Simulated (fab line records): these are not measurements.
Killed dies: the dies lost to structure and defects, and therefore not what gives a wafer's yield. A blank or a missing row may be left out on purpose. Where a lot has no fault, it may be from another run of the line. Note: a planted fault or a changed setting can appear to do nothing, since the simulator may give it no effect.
The tool behind it: which one?    flow berkeleyCmos170    14 lots with 42 wafers sampled at 5 steps, on a route of 331 steps

== WHAT THE GAUGES READ, wafer by wafer ==
UCB170_SDANNEAL_RS_MEAS_04: the measuring method here is four-point-probe.
lot   measured      on            PLDD_RS (ohm/sq)
L757  day 7 04:05   filmMetro-02  1030.4 1030.9 1028.4
L758  day 8 00:21   filmMetro-03  1033.8 1031.6 1034.2
L759  day 8 01:19   filmMetro-02  1033.3 1030.1 1034.5
L760  day 8 02:20   filmMetro-03  1032.5 1031.6 1030.7
L761  day 8 08:58   filmMetro-03  1027.9 1027.9 1026.6
L762  day 8 09:11   filmMetro-02  1034.8 1035.7 1033.9
L766  day 9 03:54   filmMetro-03  1029.2 1031.0 1029.1
L765  day 9 04:24   filmMetro-02  1030.6 1027.5 1032.1
L768  day 9 13:43   filmMetro-04  1034.4 1035.9 1035.3
L770  day 10 11:43  filmMetro-04  1033.1 1036.6 1028.7
L771  day 11 02:16  filmMetro-03  1030.7 1028.4 1026.1
L775  day 11 13:51  filmMetro-02  1029.9 1035.3 1030.2
L776  day 11 14:05  filmMetro-04  1036.9 1033.4 1033.9
L779  day 12 08:19  filmMetro-04  1031.3 1031.5 1029.8

UCB170_V2_THK_MEAS_01.
lot   measured      on            V2_TEOS_THK (nm)
L757  day 7 18:15   filmMetro-04  1986 1948 2011
L758  day 8 16:03   filmMetro-03  1970 2011 2014
L759  day 8 16:58   filmMetro-03  2053 2012 1994
L760  day 8 22:55   filmMetro-01  2003 2005 2037
L761  day 9 02:03   filmMetro-01  1950 2020 1978
L762  day 9 03:43   filmMetro-04  1947 1974 2010
L766  day 9 21:31   filmMetro-03  2003 1964 2027
L765  day 9 21:31   filmMetro-04  1989 2023 2001
L768  day 10 03:56  filmMetro-01  2012 1986 2013
L770  day 11 03:35  filmMetro-04  2008 2017 2014
L771  day 11 18:37  filmMetro-04  1983 2023 2030
L775  day 12 06:49  filmMetro-03  1925 1964 1940
L776  day 12 07:29  filmMetro-03  1979 2016 2025
L779  day 12 23:43  filmMetro-01  1999 1992 2025

UCB170_V2_THK_MEAS_04.
lot   measured      on            V2_POLISHED_THK (nm)
L757  day 7 18:44   filmMetro-01  999.4 997.6 999.5
L758  day 8 16:32   filmMetro-04  1001.3 1001.0 999.8
L759  day 8 17:26   filmMetro-04  1000.0 999.3 1003.4
L760  day 8 23:23   filmMetro-03  999.4 1000.1 1001.7
L761  day 9 02:32   filmMetro-01  998.4 998.4 999.3
L762  day 9 04:12   filmMetro-04  1001.6 1002.1 999.3
L766  day 9 22:06   filmMetro-01  1000.0 999.3 999.0
L765  day 9 22:00   filmMetro-03  1000.3 1001.0 1000.4
L768  day 10 04:25  filmMetro-04  1003.7 1001.1 1002.3
L770  day 11 04:04  filmMetro-03  1001.0 1001.2 999.5
L771  day 11 19:06  filmMetro-01  1000.2 998.7 999.0
L775  day 12 07:17  filmMetro-01  1001.4 997.4 1001.1
L776  day 12 07:58  filmMetro-03  998.3 1001.0 997.1
L779  day 13 00:12  filmMetro-03  996.8 999.1 997.8

UCB170_V2_CD_MEAS_12: target cd 700 nm.
lot   measured      on        cdNm (nm)
L757  day 7 19:57   cdSem-02  701.9 702.3 700.5
L758  day 8 18:11   cdSem-02  701.1 701.6 701.4
L759  day 8 18:59   cdSem-02  702.5 701.4 702.0
L760  day 9 01:01   cdSem-01  700.1 700.5 700.3
L761  day 9 04:02   cdSem-01  700.2 700.8 702.6
L762  day 9 07:13   cdSem-01  699.6 699.5 699.8
L766  day 9 23:23   cdSem-01  700.7 699.5 699.2
L765  day 9 23:13   cdSem-01  701.3 701.1 703.2
L768  day 10 05:31  cdSem-01  701.0 699.3 699.6
L770  day 11 05:41  cdSem-02  700.1 700.4 700.3
L771  day 11 21:18  cdSem-01  697.8 699.6 697.5
L775  day 12 08:23  cdSem-02  686.6 687.4 687.5
L776  day 12 09:05  cdSem-02  699.9 701.0 700.9
L779  day 13 01:28  cdSem-01  688.2 688.2 688.3

== WHAT TOOL EACH LOT RAN ON (gives the tool, then ch and the chambers of the sampled wafers, and finally the start) ==
lot   UCB170_V2_PEB_10
L757  lithoTrack-02 ch 0, day 7 19:41
L758  lithoTrack-01 ch 0, day 8 17:55
L759  lithoTrack-04 ch 0, day 8 18:27
L760  lithoTrack-02 ch 0, day 9 00:44
L761  lithoTrack-02 ch 0, day 9 03:45
L762  lithoTrack-04 ch 0, day 9 06:57
L766  lithoTrack-04 ch 0, day 9 23:07
L765  lithoTrack-02 ch 0, day 9 22:58
L768  lithoTrack-01 ch 0, day 10 05:16
L770  lithoTrack-02 ch 0, day 11 05:26
L771  lithoTrack-04 ch 0, day 11 21:02
L775  lithoTrack-04 ch 0, day 12 08:07
L776  lithoTrack-02 ch 0, day 12 08:47
L779  lithoTrack-04 ch 0, day 13 01:11
- UCB170_V2_PEB_10

== WHAT THE TOOLS THEMSELVES READ (means of the sampled wafers that have a number; where no wafer has one, the mark that the record gives instead) ==
UCB170_V2_PEB_10.
lot   tool           heaterPowerTotalW (W)  plateTempC (C)
L757  lithoTrack-02  56.82                  130.06
L758  lithoTrack-01  56.82                  129.90
L759  lithoTrack-04  56.80                  130.00
L760  lithoTrack-02  56.76                  129.81
L761  lithoTrack-02  56.84                  130.06
L762  lithoTrack-04  56.81                  129.96
L766  lithoTrack-04  56.79                  130.12
L765  lithoTrack-02  56.82                  129.92
L768  lithoTrack-01  56.78                  130.10
L770  lithoTrack-02  56.82                  130.02
L771  lithoTrack-04  56.82                  129.91
L775  lithoTrack-04  55.70                  128.10
L776  lithoTrack-02  56.81                  130.11
L779  lithoTrack-04  55.75                  128.39

== THE ANSWER, worked out from the rows above alone ==
Rule: the lots themselves supply what counts as usual. The widest of any qualifying gaps counts: lots, ordered by their means at a reading, are off when they make up no more than a third of the lots, leave a main group of 4 or more, and stand apart from it by 3 or more times the standard deviation of that group's means. A main group whose means are all the same, to the digits that the tables above print for the reading, isn't used. Also off: a lot with no number at a reading for which 4 or more lots have one. All remaining lots with rows at the step are treated as sound. Order of review: gauges by route order, followed by the tools' own readings, for which a lot's mean as printed above is used. At the first step where some lot is off, the reading lying furthest off is the one used; lots without a number count as furthest.
Off: L775, L779, at UCB170_V2_CD_MEAS_12 (cdNm). Main group: mean 700.6 nm, sd 1.
If a tool, at a process step before that reading, ran all the lots that are off and no sound lot after the first of them, it fits. Not tried: the gauges at UCB170_V2_CD_MEAS_12; whatever is off there is also off at UCB170_V2_PEB_10, on other tools, and gauge error can't account for it. One fits: lithoTrack-04 at UCB170_V2_PEB_10. A fault onset in the window from L771 (day 11 21:02, its last sound lot) to L775 (day 12 08:07, its first lot off) fits.
The tool's own readings at UCB170_V2_PEB_10 bear it out: on the lots that are off they differ by more than 5 times the standard deviation of the sound lots' means. heaterPowerTotalW reads 55.73 W there against 56.81 W on the sound lots; plateTempC reads 128.25 C there against 130.00 C on the sound lots.

== WHAT HAD BEEN PUT IN BY THE SIMULATOR ==
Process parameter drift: lithoTrack-04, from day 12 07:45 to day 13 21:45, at UCB170_V2_PEB_10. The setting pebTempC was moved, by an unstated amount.
Shown lots that were struck: L775, L779. The rule given above showed the same thing.
